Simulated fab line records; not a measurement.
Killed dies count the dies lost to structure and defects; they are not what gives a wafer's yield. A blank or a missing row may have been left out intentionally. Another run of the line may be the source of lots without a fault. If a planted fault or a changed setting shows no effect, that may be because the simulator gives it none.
What tool caused it? | flow berkeleyCmos170 | Sampling: 13 lots, 39 wafers, 3 of 331 route steps

WHAT THE GAUGES READ, wafer by wafer
UCB170_ACTIVE_THK_MEAS_03. Usual: ACTIVE_OXIDE_THK typically reads 26.5 nm, with standard deviation 0.55.
lot  | measured    | on           | ACTIVE_OXIDE_THK (nm) | flag
L590 | day 4 12:26 | filmMetro-02 | 25.8 26.6 26.1        | 
L593 | day 5 03:59 | filmMetro-01 | 26.9 26.8 26.8        | 
L591 | day 5 04:02 | filmMetro-03 | 26.4 26.5 26.4        | 
L594 | day 5 04:02 | filmMetro-01 | 26.9 26.5 27.0        | 
L596 | day 5 17:33 | filmMetro-03 | 26.8 26.3 26.3        | 
L598 | day 6 00:54 | filmMetro-02 | 25.8 25.6 25.6        | 
L601 | day 6 23:47 | filmMetro-03 | 26.7 27.0 27.0        | 
L605 | day 7 05:40 | filmMetro-01 | 25.9 25.9 26.0        | 
L607 | day 8 00:47 | filmMetro-03 | 26.9 27.0 26.6        | 
L608 | day 8 00:52 | filmMetro-01 | 26.4 26.4 26.4        | 
L611 | day 8 16:14 | filmMetro-01 | 26.4 26.0 26.6        | 
L610 | day 8 16:17 | filmMetro-01 | 26.3 26.3 26.5        | 
L613 | day 9 04:46 | filmMetro-03 | 26.6 26.7 25.8        | 

UCB170_ACTIVE_THK_MEAS_06. Usual: ACTIVE_NITRIDE_THK typically reads 220.7 nm, with standard deviation 1.7.
lot  | measured    | on           | ACTIVE_NITRIDE_THK (nm) | flag
L590 | day 4 20:11 | filmMetro-01 | 219.7 220.8 219.8       | 
L593 | day 5 14:19 | filmMetro-02 | 220.0 221.2 221.0       | 
L591 | day 5 14:23 | filmMetro-03 | 218.0 220.9 220.4       | 
L594 | day 5 14:19 | filmMetro-03 | 222.1 219.8 218.7       | 
L596 | day 5 22:54 | filmMetro-02 | 224.7 222.0 225.0       | 
L598 | day 6 07:21 | filmMetro-01 | 222.0 220.1 223.1       | 
L601 | day 7 06:14 | filmMetro-02 | 218.2 218.4 218.3       | 
L605 | day 7 13:03 | filmMetro-02 | 221.7 222.6 218.7       | 
L607 | day 8 07:44 | filmMetro-03 | 219.6 220.0 217.8       | 
L608 | day 8 07:46 | filmMetro-02 | 220.1 219.4 221.3       | 
L611 | day 9 01:07 | filmMetro-01 | 219.6 219.1 219.3       | 
L610 | day 9 01:10 | filmMetro-01 | 220.1 220.9 221.2       | 
L613 | day 9 10:37 | filmMetro-03 | 220.2 221.1 221.4       | 

UCB170_ACTIVE_OVL_MEAS_14. Usual: ACTIVE_OVL typically reads 1 nm, with standard deviation 5.8.
lot  | measured    | on         | ACTIVE_OVL (nm) | flag
L590 | day 4 22:14 | overlay-01 | 14 11 11        | 
L593 | day 5 15:57 | overlay-01 | 2 -1 -3         | 
L591 | day 5 16:13 | overlay-01 | -2 -5 -11       | 
L594 | day 5 15:40 | overlay-02 | 5 5 4           | 
L596 | day 6 00:29 | overlay-02 | 5 -1 4          | 
L598 | day 6 09:22 | overlay-01 | 5 4 -3          | 
L601 | day 7 07:15 | overlay-02 | 1 -1 -2         | 
L605 | day 7 14:28 | overlay-02 | 6 9 11          | 
L607 | day 8 09:46 | overlay-02 | -7 -14 -11      | 
L608 | day 8 09:35 | overlay-01 | 2 -1 -7         | 
L611 | day 9 02:50 | overlay-01 | 1 4 6           | 
L610 | day 9 03:05 | overlay-02 | 4 6 6           | 
L613 | day 9 12:58 | overlay-02 | 5 6 6           | 

WHAT TOOL EACH LOT RAN ON (gives the tool, then ch and the chambers of the sampled wafers, and finally the start)
The record holds no process step before these readings.

AS READ BY THE TOOLS THEMSELVES (means over the sampled wafers that have a number; for cases with no such wafer, the mark the record gives instead)
The record holds no such reading with a usual standard deviation.

THE ANSWER, worked out from the rows above alone
Rule: take the mean of a lot's wafers that have a number; if it is more than 3 standard deviations from the usual mean, the lot is off. A lot without any number at a reading at which 4 lots or more have one is off too. All remaining lots with rows at the step are treated as sound. First the gauges in route order, then the tools' own readings, where a lot's mean is used as printed above. At the first step where some lot is off, the reading lying furthest off is the one used; lots without a number count as furthest.
Across all readings shown, no lot is off: no conclusion can be drawn from this.

WHAT THE SIMULATOR HAD PUT IN
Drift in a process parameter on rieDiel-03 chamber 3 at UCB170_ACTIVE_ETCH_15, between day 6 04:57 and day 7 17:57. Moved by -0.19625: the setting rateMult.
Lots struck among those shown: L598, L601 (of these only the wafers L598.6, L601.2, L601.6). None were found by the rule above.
